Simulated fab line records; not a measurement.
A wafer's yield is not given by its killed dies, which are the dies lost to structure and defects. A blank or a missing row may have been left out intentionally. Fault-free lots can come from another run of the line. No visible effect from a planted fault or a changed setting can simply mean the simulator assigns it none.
fab line records    flow rit_cmos
[record] lots = 14  wafers = 42  last_day = 8
route steps=202 shown NRETRO@61
lots that met no fault: taken from a fault-free run of the same line
start_h: start of the lot's first displayed wafer, in hours after the record's first day    wait_h: time in hours since the lot's previous step    " as in the row above    L1.1+2: a single row standing in for several wafers    - either no value or no given start    * or withheld: withheld    < > ~ a bound
route shown NAME@n: NAME is a module with steps in the file, n the number in the route of the first one    usual: mean and standard deviation over wafers with no fault    same: alike in all rows    chamber/n: place in a boat    sites: each site's reading    _std_site: the values' standard deviation    _edge_site: mean of outer sites minus mean of inner sites    radius_mm: how far each site lies from the wafer's centre    mask NAME#n: copy n    behind: the last tool/chamber to shape the wafer    hold: why the lot went on hold/how many hours it stayed there/how the hold came to an end    device: the n, p or np transistor that did not switch    end of line: the route-end tests of the same wafers    for a step that has no rows: nothing shown but its recipe    killed: not the wafer's yield, but the dies lost to structure and defects at the first sort    map: a wafer's dies, x killed, . not, _ none there
set.NAME: the setting that was run; set.NAME@STEP: the one run at that earlier step    model.NAME: the simulator's own value behind a step, which no gauge read
the route's steps for a sample of lots (tables are steps, rows are wafers)
services: the hour from which a tool's chamber was out of use, counted from the record's first day as start_h (under 0 if before that day), plus the number of hours and why
[[steps]]
[step RIT_NRETRO_IMPLANT_08]
[recipe] species = P  energy_kev = 70  dose_cm2 = 1e+13  tilt_deg = 7
[usual] beam_energy_keV = 70.001/0.022  dose_ions_cm2 = 1.0002e+13/1.2e+10  faraday_current_uA = 31.8/0.65  tilt_deg = 7.000/0.018
lot.wafer  tool          chamber  start_h  wait_h  beam_energy_keV  dose_ions_cm2  faraday_current_uA  tilt_deg
L206.1     implanter-02  0        40.63    0.2     70.062           9.996e+12      31.6                7.000
L206.3     "             0        "        "       70.009           1.0016e+13     31.6                7.021
L206.4     "             0        "        "       70.024           9.995e+12      31.8                7.028
L207.3     implanter-01  0        43.26    0.2     69.987           1.001e+13      32.0                7.009
L207.5     "             0        "        "       70.019           1.0015e+13     31.1                7.008
L207.6     "             0        "        "       70.023           1.0002e+13     31.5                7.006
L209.3     implanter-04  0        54.94    0.2     69.990           9.995e+12      32.0                7.001
L209.4     "             0        "        "       69.980           9.985e+12      31.5                6.994
L209.6     "             0        "        "       69.958           9.994e+12      30.6                7.003
L210.1     implanter-02  0        59.93    0.2     70.008           1.0011e+13     30.4                7.007
L210.3     "             0        "        "       70.013           1.0012e+13     31.8                6.967
L210.5     "             0        "        "       69.967           9.996e+12      31.2                7.002
L211.3     implanter-02  0        63.81    0.2     69.962           1.0014e+13     32.1                7.018
L211.4     "             0        "        "       69.996           9.993e+12      32.3                7.008
L211.6     "             0        "        "       69.950           1.0006e+13     31.5                7.012
L214.1     implanter-01  0        82.19    0.2     70.002           1.0004e+13     31.7                6.990
L214.2     "             0        "        "       69.977           9.992e+12      31.1                7.005
L214.5     "             0        "        "       70.003           1.0004e+13     31.3                6.975
L219.3     implanter-02  0        105.56   0.2     70.015           7.798e+12      24.9                6.991
L219.4     "             0        "        "       70.021           7.832e+12      25.5                6.996
L219.6     "             0        "        "       70.002           7.819e+12      24.6                6.959
L221.1     implanter-02  0        114.58   0.2     70.017           7.797e+12      24.0                6.976
L221.4     "             0        "        "       70.027           7.769e+12      25.6                7.006
L221.5     "             0        "        "       70.032           7.779e+12      25.4                7.011
L222.2     implanter-04  0        122.90   0.2     69.986           1.0012e+13     31.8                7.005
L222.3     "             0        "        "       69.956           1.0007e+13     31.5                7.012
L222.6     "             0        "        "       70.026           1.002e+13      32.1                6.993
L223.2     implanter-01  0        125.42   0.2     69.993           9.996e+12      32.3                7.001
L223.5     "             0        "        "       69.996           9.996e+12      31.9                6.987
L223.6     "             0        "        "       70.012           1.0008e+13     31.6                7.000
L224.2     implanter-01  0        129.74   0.2     69.963           1.0001e+13     32.6                6.980
L224.5     "             0        "        "       69.982           1.0005e+13     31.3                6.974
L224.6     "             0        "        "       70.005           9.995e+12      31.8                6.952
L225.1     implanter-04  0        134.98   0.2     70.018           1.0014e+13     31.2                7.006
L225.2     "             0        "        "       70.006           1.0006e+13     31.4                7.013
L225.6     "             0        "        "       70.002           1.0024e+13     31.9                7.005
L226.4     implanter-01  0        145.47   0.2     70.013           1.0011e+13     32.1                7.028
L226.5     "             0        "        "       70.001           1.0006e+13     32.3                7.025
L226.6     "             0        "        "       69.988           1.0013e+13     30.9                7.028
L227.2     implanter-01  0        150.76   0.2     70.048           1.0006e+13     31.5                6.974
L227.3     "             0        "        "       70.057           1.0006e+13     32.2                7.009
L227.5     "             0        "        "       70.016           1.0004e+13     31.9                7.012
[step RIT_NRETRO_TW_MEAS_10]
[usual] NRETRO_TW = 1052/9.1
lot.wafer  tool           chamber  start_h  wait_h  NRETRO_TW
L206.1     film_metro-01  -        40.95    0.1     1046
L206.3     "              -        "        "       1040
L206.4     "              -        "        "       1046
L207.3     film_metro-01  -        43.56    0.1     1039
L207.5     "              -        "        "       1040
L207.6     "              -        "        "       1039
L209.3     film_metro-01  -        55.23    0.1     1054
L209.4     "              -        "        "       1050
L209.6     "              -        "        "       1046
L210.1     film_metro-02  -        60.26    0.1     1067
L210.3     "              -        "        "       1068
L210.5     "              -        "        "       1061
L211.3     film_metro-03  -        64.10    0.1     1063
L211.4     "              -        "        "       1066
L211.6     "              -        "        "       1063
L214.1     film_metro-02  -        82.51    0.1     1054
L214.2     "              -        "        "       1052
L214.5     "              -        "        "       1043
L219.3     film_metro-02  -        105.87   0.1     970
L219.4     "              -        "        "       974
L219.6     "              -        "        "       973
L221.1     film_metro-02  -        114.91   0.1     974
L221.4     "              -        "        "       979
L221.5     "              -        "        "       977
L222.2     film_metro-01  -        123.21   0.1     1048
L222.3     "              -        "        "       1046
L222.6     "              -        "        "       1049
L223.2     film_metro-03  -        125.73   0.1     1055
L223.5     "              -        "        "       1050
L223.6     "              -        "        "       1054
L224.2     film_metro-01  -        130.05   0.1     1047
L224.5     "              -        "        "       1044
L224.6     "              -        "        "       1050
L225.1     film_metro-01  -        135.31   0.1     1044
L225.2     "              -        "        "       1045
L225.6     "              -        "        "       1040
L226.4     film_metro-03  -        145.75   0.1     1060
L226.5     "              -        "        "       1062
L226.6     "              -        "        "       1057
L227.2     film_metro-02  -        151.07   0.1     1058
L227.3     "              -        "        "       1056
L227.5     "              -        "        "       1054
[[services]]
tool          chamber  start_h  hours  kind
implanter-01  -        22.32    3.6    pm
implanter-04  -        30.57    3.9    repair
implanter-04  -        125.08   2.3    repair
implanter-02  -        143.38   1.5    repair
[[key]]
[first_sign] step = RIT_NRETRO_IMPLANT_08  reading = dose_ions_cm2  direction = down  sigmas = 99+  usual = 1.0002e+13  struck = 7.799e+12
[effect] step = RIT_NRETRO_IMPLANT_08  reading = faraday_current_uA  direction = down  sigmas = 10  usual = 31.8  struck = 25.0
[effect] step = RIT_NRETRO_TW_MEAS_10  reading = NRETRO_TW  direction = down  sigmas = 8.6  usual = 1052  struck = 974
met_at RIT_NRETRO_IMPLANT_08
struck_lots L219,L221
tester_left_out L219,L221
onset_between 63.81 105.56
[fault] kind = process_parameter_drift  tool = implanter-02  chamber = -  onset_h = 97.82  steps = RIT_NRETRO_IMPLANT_08  channel = dose_cm2  offset = -2.2e+12  shape = step  end_h = 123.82  acts_in = these_recipes_only  stated = 1e+13
// tester_left_out: of these lots the tester's yield and bins aren't shown, on N5 and GAA mostly nor the transistor test; their killed dies are dies lost to structure and defects alone, not to doping, threshold or leakage, so they don't give the yield
